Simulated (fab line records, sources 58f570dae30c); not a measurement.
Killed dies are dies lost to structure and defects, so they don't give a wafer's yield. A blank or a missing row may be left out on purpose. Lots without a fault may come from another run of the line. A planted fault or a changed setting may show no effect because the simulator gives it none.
Which tool did it? | flow berkeley_cmos170 | 14 lots, 42 wafers sampled, at 2 steps of a route of 331

WHAT THE GAUGES READ, wafer by wafer
UCB170_V1_OVL_MEAS_13. Usual: V1_OVL 3 nm, standard deviation 4.5.
lot  | measured     | on         | V1_OVL (nm)             | flag
L167 | day 8 00:48  | overlay-02 | 6 5 2                   |
L170 | day 8 23:00  | overlay-02 | 1 -2 3                  |
L169 | day 8 23:22  | overlay-02 | 8 8 10                  |
L168 | day 8 23:37  | overlay-01 | 188 187 188 183 182 183 | OFF
L174 | day 9 19:26  | overlay-01 | 176 177 182 171 173 177 | OFF
L175 | day 9 21:23  | overlay-01 | 180 181 184 175 175 180 | OFF
L179 | day 10 06:16 | overlay-02 | 2 4 9                   |
L180 | day 10 06:49 | overlay-02 | 5 7 11                  |
L181 | day 11 01:54 | overlay-02 | -3 -8 1                 |
L183 | day 11 15:43 | overlay-02 | 8 5 6                   |
L187 | day 12 08:34 | overlay-02 | 5 8 9                   |
L186 | day 12 10:46 | overlay-02 | -2 1 0                  |
L189 | day 12 21:53 | overlay-02 | 1 5 4                   |
L188 | day 12 21:53 | overlay-01 | 6 8 8                   |

WHICH TOOL RAN EACH LOT (tool, then ch and the chambers of the sampled wafers, then the start)
lot  | UCB170_V1_EXPOSE_09
L167 | krf_scanner-01 ch 0, day 7 23:52
L170 | krf_scanner-02 ch 0, day 8 22:08
L169 | krf_scanner-02 ch 0, day 8 22:37
L168 | krf_scanner-01 ch 0, day 8 22:53
L174 | krf_scanner-01 ch 0, day 9 18:56
L175 | krf_scanner-01 ch 0, day 9 20:17
L179 | krf_scanner-02 ch 0, day 10 05:05
L180 | krf_scanner-02 ch 0, day 10 05:52
L181 | krf_scanner-02 ch 0, day 11 01:23
L183 | krf_scanner-02 ch 0, day 11 14:49
L187 | krf_scanner-02 ch 0, day 12 08:03
L186 | krf_scanner-02 ch 0, day 12 10:17
L189 | krf_scanner-02 ch 0, day 12 21:11
L188 | krf_scanner-02 ch 0, day 12 21:19
- UCB170_V1_EXPOSE_09: exposes mask VIA1, target cd 700 nm.

WHAT THE TOOLS THEMSELVES READ (means of the sampled wafers that have a number; where no wafer has one, the mark that the record gives instead)
UCB170_V1_EXPOSE_09. Usual: exposure_dose_mJ_cm2 36.94, standard deviation 0.032.
lot  | tool           | exposure_dose_mJ_cm2 | flag
L167 | krf_scanner-01 | 36.98                |
L170 | krf_scanner-02 | 36.89                |
L169 | krf_scanner-02 | 36.91                |
L168 | krf_scanner-01 | 36.90                |
L174 | krf_scanner-01 | 37.00                |
L175 | krf_scanner-01 | 36.96                |
L179 | krf_scanner-02 | 36.95                |
L180 | krf_scanner-02 | 36.95                |
L181 | krf_scanner-02 | 36.94                |
L183 | krf_scanner-02 | 36.94                |
L187 | krf_scanner-02 | 36.91                |
L186 | krf_scanner-02 | 36.92                |
L189 | krf_scanner-02 | 36.93                |
L188 | krf_scanner-02 | 36.94                |

THE ANSWER, worked out from the rows above alone
Rule: a lot is off if the mean of its wafers that have a number lies more than 3 standard deviations from the usual mean. A lot without any number at a reading at which 4 lots or more have one is off too. The other lots that the step has rows for count as sound. The gauges are gone through in route order, then the tools' own readings, and for those a lot's mean is taken as printed above. The first step at which some lot is off is used, and at that step the reading that is off furthest; a lot without a number counts as furthest.
Off: L168, L174, L175, at UCB170_V1_OVL_MEAS_13 (V1_OVL).
A tool fits if, at a process step before that reading, it ran every lot that is off, and no sound lot after the first of them. The gauges at UCB170_V1_OVL_MEAS_13 are tried like those tools. One fits: krf_scanner-01 at UCB170_V1_EXPOSE_09. Its last sound lot is L167 (day 7 23:52), its first lot that is off L168 (day 8 22:53): a fault that began between those two fits.

WHAT THE SIMULATOR HAD PUT IN
Scanner matching overlay: krf_scanner-01, from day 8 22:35 on, at UCB170_V1_EXPOSE_09. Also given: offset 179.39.
Lots struck among those shown: L168, L174, L175. The rule above found the same.
